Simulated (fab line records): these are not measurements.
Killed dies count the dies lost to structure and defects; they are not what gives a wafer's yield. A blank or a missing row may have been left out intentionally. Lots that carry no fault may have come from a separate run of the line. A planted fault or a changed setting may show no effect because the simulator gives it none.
Which tool was responsible? | flow berkeleyCmos170 | 15 lots with 45 wafers sampled at 4 steps, on a route of 331 steps

## WHAT EACH GAUGE READ, for each wafer
The record lacks any reading of a measuring or inspecting step that a usual standard deviation could be used to judge.

## TOOL THAT RAN EACH LOT (tool first, then ch and the chambers of the sampled wafers, then the start)
lot  | UCB170_GATE_ETCH_15             | UCB170_PLDD_STRIP_10                | UCB170_CONTACT_RTA_08           | UCB170_CONTACT_PEB_13
L845 | rieSi-02 ch 0,1, day 7 18:01    | plasmaAsher-02 ch 0,1, day 7 21:41  | rtpAnneal-01 ch 0, day 8 17:56  | lithoTrack-01 ch 0, day 8 18:43
L844 | rieSi-02 ch 2,3, day 7 18:31    | plasmaAsher-04 ch 0,1, day 7 22:08  | rtpAnneal-01 ch 0, day 8 19:31  | lithoTrack-03 ch 0, day 8 20:36
L846 | rieSi-01 ch 0,1, day 7 18:50    | plasmaAsher-02 ch 0,1, day 7 21:58  | rtpAnneal-01 ch 0, day 8 17:37  | lithoTrack-03 ch 0, day 8 18:16
L849 | rieSi-02 ch 1,2, day 8 13:58    | plasmaAsher-01 ch 1, day 8 16:16    | rtpAnneal-01 ch 0, day 9 15:56  | lithoTrack-01 ch 0, day 9 16:40
L848 | rieSi-01 ch 1,3, day 8 13:58    | plasmaAsher-02 ch 0,1, day 8 15:58  | rtpAnneal-02 ch 0, day 9 15:53  | lithoTrack-03 ch 0, day 9 16:31
L852 | rieSi-01 ch 2,3, day 9 07:22    | plasmaAsher-02 ch 0,1, day 9 09:14  | rtpAnneal-02 ch 0, day 10 05:15 | lithoTrack-01 ch 0, day 10 06:35
L853 | rieSi-01 ch 0,1,2, day 9 18:14  | plasmaAsher-02 ch 0,1, day 9 20:07  | rtpAnneal-02 ch 0, day 10 18:50 | lithoTrack-02 ch 0, day 10 19:28
L857 | rieSi-01 ch 1,2, day 10 04:49   | plasmaAsher-02 ch 0,1, day 10 07:30 | rtpAnneal-02 ch 0, day 11 03:25 | lithoTrack-02, day 11 04:06
L856 | rieSi-02 ch 1,2,3, day 10 05:04 | plasmaAsher-04 ch 0,1, day 10 07:37 | rtpAnneal-01 ch 0, day 11 02:10 | lithoTrack-02, day 11 02:49
L855 | rieSi-01 ch 0,2,3, day 10 05:20 | plasmaAsher-02 ch 0,1, day 10 07:52 | rtpAnneal-01 ch 0, day 11 04:12 | lithoTrack-02, day 11 04:51
L865 | rieSi-01 ch 0,1,3, day 12 03:58 | plasmaAsher-01 ch 0,1, day 12 06:16 | rtpAnneal-01 ch 0, day 13 01:58 | lithoTrack-02 ch 0, day 13 04:19
L864 | rieSi-02 ch 1,3, day 12 04:10   | plasmaAsher-04 ch 0,1, day 12 06:35 | rtpAnneal-02 ch 0, day 13 03:20 | lithoTrack-03 ch 0, day 13 05:43
L863 | rieSi-01 ch 0,1,2, day 12 04:23 | plasmaAsher-01 ch 0, day 12 06:46   | rtpAnneal-02 ch 0, day 13 02:59 | lithoTrack-01 ch 0, day 13 04:44
L867 | rieSi-02 ch 0,1, day 12 04:31   | plasmaAsher-04 ch 0,1, day 12 06:51 | rtpAnneal-01 ch 0, day 13 03:08 | lithoTrack-01 ch 0, day 13 04:59
L866 | rieSi-01 ch 1,2,3, day 12 13:13 | plasmaAsher-02 ch 0,1, day 12 15:14 | rtpAnneal-02 ch 0, day 13 10:59 | lithoTrack-03 ch 0, day 13 11:47
- UCB170_GATE_ETCH_15: etches poly-Si in HBr/Cl2, stops on SiO2, time 56.3 s, target depth 278.2 nm.
- UCB170_PLDD_STRIP_10: strips in O2.
- UCB170_CONTACT_RTA_08: time 10 s.
- UCB170_CONTACT_PEB_13

## AS READ BY THE TOOLS THEMSELVES (means over the sampled wafers that have a number; for cases with no such wafer, the mark the record gives instead)
UCB170_GATE_ETCH_15.
lot  | tool     | drypumpMotorCurrentA (A) | oesProductAu (a.u.) | throttleValvePct (%)
L845 | rieSi-02 | 5.4                      | 0.825               | 26.53
L844 | rieSi-02 | 5.4                      | 0.828               | 26.56
L846 | rieSi-01 | 5.9                      | 0.847               | 26.57
L849 | rieSi-02 | 5.7                      | 0.826               | 26.61
L848 | rieSi-01 | 5.8                      | 0.836               | 26.47
L852 | rieSi-01 | 5.5                      | 0.847               | 26.35
L853 | rieSi-01 | 5.7                      | 0.849               | 26.45
L857 | rieSi-01 | 5.7                      | 0.848               | 26.67
L856 | rieSi-02 | 5.4                      | 0.829               | 26.50
L855 | rieSi-01 | 5.6                      | 0.847               | 26.29
L865 | rieSi-01 | 5.8                      | 0.844               | 26.42
L864 | rieSi-02 | 5.5                      | 0.830               | 26.43
L863 | rieSi-01 | 5.7                      | 0.851               | 26.44
L867 | rieSi-02 | 5.6                      | 0.838               | 26.51
L866 | rieSi-01 | 5.6                      | 0.839               | 26.50

UCB170_PLDD_STRIP_10.
lot  | tool           | drypumpMotorCurrentA (A) | oesProductAu (a.u.) | stripTimeToEndpointS (s)
L845 | plasmaAsher-02 | 5.5                      | 0.729               | 21.77
L844 | plasmaAsher-04 | 5.8                      | 0.734               | 21.65
L846 | plasmaAsher-02 | 5.5                      | 0.735               | 21.54
L849 | plasmaAsher-01 | 6.5                      | 0.734               | 21.67
L848 | plasmaAsher-02 | 5.5                      | 0.733               | 21.64
L852 | plasmaAsher-02 | 5.5                      | 0.736               | 21.65
L853 | plasmaAsher-02 | 5.2                      | 0.741               | 21.60
L857 | plasmaAsher-02 | 5.5                      | 0.730               | 21.64
L856 | plasmaAsher-04 | 5.8                      | 0.738               | 21.65
L855 | plasmaAsher-02 | 5.2                      | 0.736               | 21.71
L865 | plasmaAsher-01 | 6.2                      | 0.733               | 21.69
L864 | plasmaAsher-04 | 5.8                      | 0.733               | 21.70
L863 | plasmaAsher-01 | 5.7                      | 0.734               | 21.66
L867 | plasmaAsher-04 | 5.8                      | 0.736               | 21.61
L866 | plasmaAsher-02 | 5.2                      | 0.734               | 21.76

UCB170_CONTACT_RTA_08.
lot  | tool         | chamberO2Ppm | lampPowerPct (%) | wafer_temp_C_max
L845 | rtpAnneal-01 | 1.983        | 26.23            | 902.3
L844 | rtpAnneal-01 | 2.026        | 26.22            | 902.9
L846 | rtpAnneal-01 | 1.990        | 26.22            | 902.7
L849 | rtpAnneal-01 | 2.008        | 26.23            | 902.6
L848 | rtpAnneal-02 | 2.023        | 26.50            | 903.4
L852 | rtpAnneal-02 | 1.989        | 26.49            | 902.9
L853 | rtpAnneal-02 | 1.989        | 26.51            | 902.7
L857 | rtpAnneal-02 | 1.989        | 26.50            | 903.3
L856 | rtpAnneal-01 | 2.005        | 26.24            | 901.9
L855 | rtpAnneal-01 | 2.006        | 26.24            | 902.5
L865 | rtpAnneal-01 | 1.992        | 26.23            | 902.1
L864 | rtpAnneal-02 | 1.996        | 26.49            | 903.5
L863 | rtpAnneal-02 | 1.993        | 26.50            | 902.7
L867 | rtpAnneal-01 | 1.995        | 26.24            | 902.3
L866 | rtpAnneal-02 | 1.996        | 26.49            | 902.7

UCB170_CONTACT_PEB_13.
lot  | tool          | chillPlateTempC (C) | exhaustPa (Pa)
L845 | lithoTrack-01 | 22.93               | 44.8
L844 | lithoTrack-03 | 22.95               | 45.2
L846 | lithoTrack-03 | 22.96               | 45.3
L849 | lithoTrack-01 | 23.16               | 45.9
L848 | lithoTrack-03 | 22.91               | 45.3
L852 | lithoTrack-01 | 23.03               | 44.4
L853 | lithoTrack-02 | 23.09               | 43.6
L857 | lithoTrack-02 | -                   | -
L856 | lithoTrack-02 | -                   | -
L855 | lithoTrack-02 | -                   | -
L865 | lithoTrack-02 | 23.02               | 44.8
L864 | lithoTrack-03 | 23.08               | 43.9
L863 | lithoTrack-01 | 23.08               | 45.3
L867 | lithoTrack-01 | 23.03               | 44.9
L866 | lithoTrack-03 | 22.86               | 45.2

## THE ANSWER, worked out from the rows above alone
Rule: usual is defined by the lots themselves. Put in order of their means at a reading, lots are off if they are a third of the lots or fewer, leave a main group of 4 or more, and stand apart from it by a gap of 3 or more times the standard deviation of the main group's means; of several such gaps the widest counts. If all means in a main group match to the digits the tables above print for the reading, that group is not used. A lot without any number at a reading at which 4 lots or more have one is off too. Where the step has rows for the other lots, those lots are counted as sound. First the gauges in route order, then the tools' own readings, where a lot's mean is used as printed above. At the first step where some lot is off, the reading lying furthest off is the one used; lots without a number count as furthest.
Off: L857, L856, L855 (UCB170_CONTACT_PEB_13, chillPlateTempC). Without a number there: L857, L856, L855. The main group: mean 23.01 C, standard deviation 0.084.
A tool fits if, at that step or a process step before it, it ran every lot that is off, and no sound lot after the first of them. Not one of the candidates tried fits.

## WHAT WAS PUT IN BY THE SIMULATOR
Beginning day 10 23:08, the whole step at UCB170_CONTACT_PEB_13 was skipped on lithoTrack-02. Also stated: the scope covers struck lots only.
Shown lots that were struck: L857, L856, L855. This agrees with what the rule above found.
